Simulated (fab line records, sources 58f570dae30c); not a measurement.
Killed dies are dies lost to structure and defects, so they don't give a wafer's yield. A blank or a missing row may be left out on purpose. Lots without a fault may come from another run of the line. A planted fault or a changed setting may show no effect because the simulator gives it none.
A struck lot beside a sound one | flow berkeley_cmos170 | 28 steps out of a route of 331
Sound: wafers L429.2, L429.3, L429.4. Struck: wafers L434.1, L434.3, L434.5. The cause comes at the end.
At each step with rows: each side's tool, then ch and its chambers, then its first start. Under that, the readings that differ: sound wafers | struck wafers | difference of the means | sigmas: that difference in standard deviations of wafers without a fault.
alike: readings whose means differ by less than 2 such deviations, and words and numbers that are the same on both sides. not compared: withheld readings, readings that some wafer has no value for, bounds like >300 that may hide the same value, and numbers for which the record gives no deviation and whose values overlap.
The two part at a step that has a row with sigmas, a row that says differs or no value, or rows on one side only. Numbers that don't overlap but have no deviation are shown without sigmas and don't part them. A reading that every wafer of one side lacks parts them only if that side has two wafers or more.

first, 6 steps without rows for these wafers: UCB170_PVT_HMDS_00 (prime time 60 s); UCB170_PVT_COAT_01 (resist thk 900 nm); UCB170_PVT_SOFTBAKE_02 (time 60 s); UCB170_PVT_EXPOSE_03 (exposes mask NWELL, target cd 3000 nm); UCB170_PVT_PEB_04; UCB170_PVT_DEVELOP_05 (develop time 45 s).
UCB170_PVT_OVL_MEAS_06:
  sound on overlay-01, day 6 07:13; struck on overlay-01, day 7 23:58
  alike: PVT_OVL
then, 1 step without rows for these wafers: UCB170_PVT_IMPLANT_07.
UCB170_PVT_STRIP_08: strips in O2.
  sound on plasma_asher-04 ch 0,1, day 6 07:23; struck on plasma_asher-03 ch 0,1, day 8 00:16
  alike: drypump_motor_current_A, oes_product_au, strip_time_to_endpoint_s
  not compared: rf_hours_counter_h
UCB170_PVT_TW_MEAS_09:
  sound on film_metro-04, day 6 07:30; struck on film_metro-02, day 8 00:22
  alike: PVT_TW
then, 1 step without rows for these wafers: UCB170_GATE_WET_ETCH_00 (etches SiO2 in dHF, time 200 s).
UCB170_FIELD_THK_MEAS_91:
  sound on film_metro-04, day 6 07:47; struck on film_metro-04, day 8 00:29
  reading                     | sound       | struck      | difference | sigmas
  FIELD_OXIDE_LEFT_2_THK (nm) | 358 352 360 | 335 329 333 | -24        | -2
UCB170_GATE_OXIDATION_01: target thk 6.6 nm, ox time 1800 s.
  sound on furnace-04 ch 0, day 6 08:17; struck on furnace-01 ch 0, day 8 03:49
  reading                                     | sound             | struck            | difference | sigmas
  model.SiO2_of_GATE_OXIDATION_01.thk_nm (nm) | 6.645 6.595 6.538 | 7.632 7.532 7.625 | +1.004     |
  alike: ox_temp_c_max, spike_tc_source_C
UCB170_GATE_THK_MEAS_02:
  sound on film_metro-02, day 6 09:51; struck on film_metro-02, day 8 05:32
  reading             | sound          | struck         | difference | sigmas
  GATE_OXIDE_THK (nm) | 6.61 6.61 6.57 | 7.62 7.54 7.63 | +1.00      | +8
  not compared: hold
then, 1 step without rows for these wafers: UCB170_GATE_CVD_04 (deposits poly-Si from SiH4, time 1440 s, target thk 214 nm).
UCB170_GATE_THK_MEAS_05:
  sound on film_metro-02, day 6 19:38; struck on film_metro-02, day 8 13:45
  alike: GATE_POLY_THK
then, 6 steps without rows for these wafers: UCB170_GATE_COAT_06; UCB170_GATE_COAT_07 (resist thk 900 nm); UCB170_GATE_SOFTBAKE_08 (time 60 s); UCB170_GATE_EXPOSE_09 (exposes mask POLY, target cd 350 nm); UCB170_GATE_PEB_10; UCB170_GATE_DEVELOP_11 (develop time 45 s).
UCB170_GATE_CD_MEAS_12: target cd 350 nm.
  sound on cd_sem-02, day 6 20:54; struck on cd_sem-01, day 8 14:53
  alike: cd_nm
UCB170_GATE_OVL_MEAS_13:
  sound on overlay-01, day 6 21:00; struck on overlay-01, day 8 15:00
  alike: GATE_OVL
UCB170_GATE_ETCH_14: etches BARC in N2/H2.
  sound on rie_diel-04 ch 0,3, day 6 21:02; struck on rie_diel-01 ch 1,3, day 8 15:02
  alike: drypump_motor_current_A, n2_flow_sccm, oes_product_au, throttle_valve_pct
UCB170_GATE_ETCH_15: etches poly-Si in HBr/Cl2, stops on SiO2, time 56.3 s, target depth 278.2 nm.
  sound on rie_si-01 ch 0,1,2, day 6 21:05; struck on rie_si-02 ch 2,3, day 8 15:05
  reading                                     | sound            | struck            | difference | sigmas
  model.SiO2_of_GATE_OXIDATION_01.thk_nm (nm) | 6.62 6.584 6.538 | 7.632 7.493 7.625 | +1.003     |
  alike: drypump_motor_current_A, oes_product_au, throttle_valve_pct
  not compared: rf_hours_counter_h
UCB170_GATE_STRIP_16: strips in O2.
  sound on plasma_asher-04 ch 0,1, day 6 21:07; struck on plasma_asher-02 ch 0,1, day 8 15:08
  alike: drypump_motor_current_A, oes_product_au
  not compared: rf_hours_counter_h
UCB170_M3_PROBE_99:
  the record has rows for the struck wafers here (prober-02, day 10 06:52) and none for the sound ones

WHERE THEY PART
First at UCB170_FIELD_THK_MEAS_91; last, within this record, at UCB170_M3_PROBE_99.

WHY: what the simulator had put in
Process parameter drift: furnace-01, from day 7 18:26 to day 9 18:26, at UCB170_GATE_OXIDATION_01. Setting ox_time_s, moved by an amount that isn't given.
